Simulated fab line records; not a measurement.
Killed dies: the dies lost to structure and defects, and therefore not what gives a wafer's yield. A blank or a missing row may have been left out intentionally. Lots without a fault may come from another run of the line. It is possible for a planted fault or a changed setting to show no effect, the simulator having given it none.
Struck lot and sound lot, side by side | flow berkeley_cmos170 | 16 steps out of a route of 331
Sound: wafers L993.1, L993.2, L993.5. Wafers L982.2, L982.3, L982.5 were the ones struck. At the end, the cause is stated.
Order at every step that has rows: each side's tool, ch and its chambers, its first start. Under that, the readings that differ: sound wafers | struck wafers | difference of the means | sigmas: that difference in standard deviations of wafers without a fault.
alike: words and numbers the same on both sides, and readings whose means are apart by under 2 such deviations; not compared: readings that were withheld, readings missing a value for some wafer, numbers with overlapping values and no deviation given by the record, and bounds like >300 which may hide the same value.
The two part at a step that has a row with sigmas, a row that says differs or no value, or rows on one side only. Non-overlapping numbers with no deviation appear without sigmas and do not part them. A reading missing from all wafers of one side parts the sides only when that side holds two or more wafers.

UCB170_ACTIVE_THK_MEAS_03:
  sound: film_metro-04 at day 7 14:29; struck: film_metro-02 at day 4 23:21
  alike: ACTIVE_OXIDE_THK
then, 2 steps without rows for these wafers: UCB170_ACTIVE_ANNEAL_04 (time 900 s); UCB170_ACTIVE_CVD_05 (deposits Si3N4 from SiH2Cl2/NH3, target thk 220 nm, time 3300 s).
UCB170_ACTIVE_THK_MEAS_06:
  sound: film_metro-02 at day 8 00:06; struck: film_metro-02 at day 5 06:56
  alike: ACTIVE_NITRIDE_THK
then, 6 steps without rows for these wafers: UCB170_ACTIVE_HMDS_07 (prime time 60 s); UCB170_ACTIVE_COAT_08 (resist thk 900 nm); UCB170_ACTIVE_SOFTBAKE_09 (time 60 s); UCB170_ACTIVE_EXPOSE_10 (exposes mask ACTIVE, target cd 1200 nm); UCB170_ACTIVE_PEB_11; UCB170_ACTIVE_DEVELOP_12 (develop time 45 s).
UCB170_ACTIVE_CD_MEAS_13: target cd 1200 nm.
  sound: cd_sem-02 at day 8 01:24; struck: cd_sem-01 at day 5 08:08
  alike: cd_nm
UCB170_ACTIVE_OVL_MEAS_14:
  sound: overlay-01 at day 8 01:31; struck: overlay-01 at day 5 08:14
  reading         | sound     | struck | difference | sigmas
  ACTIVE_OVL (nm) | -4 -11 -3 | 9 3 3  | +11        | +2
UCB170_ACTIVE_ETCH_15: etches Si3N4 in CH3F/Ar/O2, stops on SiO2, target depth 242 nm, time 151 s.
  sound on rie_diel-03 ch 2,3, day 8 01:34; struck on rie_diel-01 ch 0,1, day 5 08:16
  no value came back on the struck wafers for any of 6 readings (CH3F_flow_sccm (sccm), O2_flow_sccm (sccm) and others); on the sound wafers CH3F_flow_sccm (sccm) reads 19.98 19.96 19.94
  reading                                       | sound             | struck            | difference | sigmas
  model.KrF_of_ACTIVE_COAT_08.thk_nm (nm)       | 719.7 719.1 719.3 | 886.9 886 886.2   | +167.0     |
  model.SiO2_of_ACTIVE_OXIDATION_02.thk_nm (nm) | 22.84 22.72 22.56 | 26.28 26.51 26.52 | +3.73      |
  not compared: rf_hours_counter_h
UCB170_ACTIVE_STRIP_16: strips in O2.
  sound on plasma_asher-03 ch 0,1, day 8 01:40; struck on plasma_asher-01 ch 0,1, day 5 08:22
  reading                      | sound             | struck            | difference | sigmas
  oes_product_au (a.u.)        | 0.713 0.712 0.731 | 0.734 0.727 0.731 | +0.012     | +3
  strip_time_to_endpoint_s (s) | 17.99 17.97 17.96 | 21.65 21.62 21.63 | +3.66      | +33
  alike: drypump_motor_current_A
  not compared: rf_hours_counter_h
UCB170_ACTIVE_CD_MEAS_90: target cd 1200 nm.
  sound: cd_sem-02 at day 8 01:53; struck: cd_sem-02 at day 5 08:29
  reading    | sound                | struck | difference                    | sigmas
  cd_nm (nm) | 1200.8 1200.6 1200.9 | - - -  | no value on the struck wafers |
then, 1 step without rows for these wafers: UCB170_ACTIVE_CLEAN_17 (cleans in SPM, time 600 s).

== WHERE THEY PART ==
At UCB170_ACTIVE_OVL_MEAS_14 first; at UCB170_ACTIVE_CD_MEAS_90 last (within this record only).

WHY: what had been put in by the simulator
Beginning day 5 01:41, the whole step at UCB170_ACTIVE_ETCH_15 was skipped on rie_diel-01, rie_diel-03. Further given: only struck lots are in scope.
